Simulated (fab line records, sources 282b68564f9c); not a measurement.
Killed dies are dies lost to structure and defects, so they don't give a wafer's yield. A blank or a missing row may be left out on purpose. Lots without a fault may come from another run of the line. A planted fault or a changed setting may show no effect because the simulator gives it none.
Which tool did it? | flow rit_cmos | 15 lots, 45 wafers sampled, at 4 steps of a route of 202

WHAT THE GAUGES READ, wafer by wafer
RIT_NWELL_TW_MEAS_10. Usual: NWELL_TW 2149, standard deviation 12.
lot  | measured    | on            | NWELL_TW       | flag
L322 | day 1 23:34 | film_metro-03 | 2131 2148 2118 |
L323 | day 2 04:50 | film_metro-03 | 2145 2151 2147 |
L324 | day 2 09:53 | film_metro-02 | 2165 2172 2156 |
L325 | day 2 14:33 | film_metro-01 | 2136 2143 2146 |
L326 | day 2 19:28 | film_metro-02 | 2154 2155 2168 |
L327 | day 3 01:53 | film_metro-02 | 2160 2153 2161 |
L329 | day 3 16:20 | film_metro-02 | 2182 2168 2175 |
L333 | day 4 10:21 | film_metro-02 | 2141 2131 2151 |
L334 | day 4 15:03 | film_metro-01 | 2159 2157 2148 |
L336 | day 4 22:49 | film_metro-01 | 2160 2165 2159 |
L337 | day 5 03:22 | film_metro-02 | 2142 2145 2137 |
L338 | day 5 10:18 | film_metro-01 | 2142 2139 2131 |
L339 | day 5 13:57 | film_metro-01 | 2136 2145 2122 |
L343 | day 6 09:29 | film_metro-01 | 2149 2145 2161 |
L344 | day 6 13:49 | film_metro-02 | 2137 2148 2137 |

RIT_GATE_THK_MEAS_09. Usual: GATE_POLY_THK 242.3 nm, standard deviation 2.5.
lot  | measured    | on            | GATE_POLY_THK (nm) | flag
L322 | day 2 17:03 | film_metro-02 | 243.9 241.9 242.6  |
L323 | day 3 03:00 | film_metro-02 | 241.4 240.9 243.4  |
L324 | day 3 06:53 | film_metro-02 | 241.5 239.9 244.9  |
L325 | day 3 12:37 | film_metro-02 | 243.8 242.8 243.2  |
L326 | day 3 18:49 | film_metro-01 | 242.6 240.8 241.0  |
L327 | day 4 00:03 | film_metro-01 | 245.3 244.2 243.7  |
L329 | day 4 09:51 | film_metro-02 | 244.1 245.2 243.6  |
L333 | day 5 04:07 | film_metro-04 | 239.6 242.2 240.0  |
L334 | day 5 09:14 | film_metro-01 | 240.5 241.2 240.7  |
L336 | day 5 15:01 | film_metro-04 | 233.9 236.1 237.6  |
L337 | day 5 21:11 | film_metro-04 | 239.6 236.8 238.2  |
L338 | day 6 05:02 | film_metro-02 | 245.3 244.0 244.3  |
L339 | day 6 08:04 | film_metro-01 | 242.3 243.1 244.1  |
L343 | day 7 05:01 | film_metro-02 | 246.0 245.5 244.9  |
L344 | day 7 11:28 | film_metro-04 | 241.1 241.6 242.0  |

RIT_REOX_THK_MEAS_04. Usual: REOX_OXIDE_THK 26.1 nm, standard deviation 0.42.
lot  | measured    | on            | REOX_OXIDE_THK (nm)           | flag
L322 | day 2 23:52 | film_metro-01 | 25.4 25.0 24.9                |
L323 | day 3 11:28 | film_metro-03 | 26.4 26.3 25.9                |
L324 | day 3 11:28 | film_metro-01 | 25.7 25.5 25.6                |
L325 | day 4 01:29 | film_metro-02 | 41.9 41.9 41.4 41.9 41.8 41.4 | OFF
L326 | day 4 01:26 | film_metro-02 | 26.4 26.1 26.7                |
L327 | day 4 06:41 | film_metro-02 | 25.5 25.8 25.9                |
L329 | day 4 19:56 | film_metro-02 | 41.0 40.8 40.5 41.1 40.8 40.5 | OFF
L333 | day 5 12:41 | film_metro-02 | 43.5 42.9 42.6 43.4 42.9 42.6 | OFF
L334 | day 5 14:22 | film_metro-02 | 25.7 25.9 25.5                |
L336 | day 5 20:25 | film_metro-01 | 26.2 26.6 26.6                |
L337 | day 6 03:08 | film_metro-01 | 26.6 26.5 26.6                |
L338 | day 6 09:35 | film_metro-02 | 25.9 25.7 26.1                |
L339 | day 6 13:32 | film_metro-03 | 26.0 26.6 25.9                |
L343 | day 7 11:05 | film_metro-01 | 26.5 26.4 26.4                |
L344 | day 7 20:18 | film_metro-02 | 26.6 26.7 26.8                |

WHICH TOOL RAN EACH LOT (tool, then ch and the chambers of the sampled wafers, then the start)
lot  | RIT_REOX_OXIDATION_03
L322 | furnace-04 ch 0, day 2 21:19
L323 | furnace-04 ch 0, day 3 08:53
L324 | furnace-04 ch 0, day 3 08:53
L325 | furnace-01 ch 0, day 3 18:46
L326 | furnace-01 ch 0, day 3 22:53
L327 | furnace-03 ch 0, day 4 04:08
L329 | furnace-04 ch 0, day 4 13:46
L333 | furnace-04 ch 0, day 5 07:20 and furnace-03 ch 0, day 5 10:08
L334 | furnace-04 ch 0, day 5 11:49
L336 | furnace-03 ch 0, day 5 17:52
L337 | furnace-01 ch 0, day 6 00:33
L338 | furnace-03 ch 0, day 6 07:02
L339 | furnace-03 ch 0, day 6 10:59
L343 | furnace-01 ch 0, day 7 08:31
L344 | furnace-03 ch 0, day 7 17:45
- RIT_REOX_OXIDATION_03: target thk 25.2 nm, ox time 5804 s.

WHAT THE TOOLS THEMSELVES READ (means of the sampled wafers that have a number; where no wafer has one, the mark that the record gives instead)
RIT_REOX_OXIDATION_03. Usual: spike_tc_load_C 922.7 C, standard deviation 1.3; tube_center_temp_C 900.02 C, standard deviation 0.08.
lot  | tool                  | spike_tc_load_C (C) | tube_center_temp_C (C) | flag
L322 | furnace-04            | 922.6               | 899.91                 |
L323 | furnace-04            | 922.4               | 899.97                 |
L324 | furnace-04            | 922.2               | 899.94                 |
L325 | furnace-01            | 921.9               | 899.97                 |
L326 | furnace-01            | 922.0               | 900.07                 |
L327 | furnace-03            | 922.9               | 899.99                 |
L329 | furnace-04            | 922.5               | 900.02                 |
L333 | furnace-04/furnace-03 | 923.0               | 899.99                 |
L334 | furnace-04            | 922.5               | 899.95                 |
L336 | furnace-03            | 924.7               | 900.02                 |
L337 | furnace-01            | 921.2               | 900.02                 |
L338 | furnace-03            | 923.9               | 899.98                 |
L339 | furnace-03            | 924.8               | 900.05                 |
L343 | furnace-01            | 921.3               | 899.95                 |
L344 | furnace-03            | 923.5               | 900.04                 |

THE ANSWER, worked out from the rows above alone
Rule: a lot is off if the mean of its wafers that have a number lies more than 3 standard deviations from the usual mean. A lot without any number at a reading at which 4 lots or more have one is off too. The other lots that the step has rows for count as sound. The gauges are gone through in route order, then the tools' own readings, and for those a lot's mean is taken as printed above. The first step at which some lot is off is used, and at that step the reading that is off furthest; a lot without a number counts as furthest.
Off: L325, L329, L333, at RIT_REOX_THK_MEAS_04 (REOX_OXIDE_THK).
A tool fits if, at a process step before that reading, it ran every lot that is off, and no sound lot after the first of them. The gauges at RIT_REOX_THK_MEAS_04 are tried like those tools. None of those tried fits.

WHAT THE SIMULATOR HAD PUT IN
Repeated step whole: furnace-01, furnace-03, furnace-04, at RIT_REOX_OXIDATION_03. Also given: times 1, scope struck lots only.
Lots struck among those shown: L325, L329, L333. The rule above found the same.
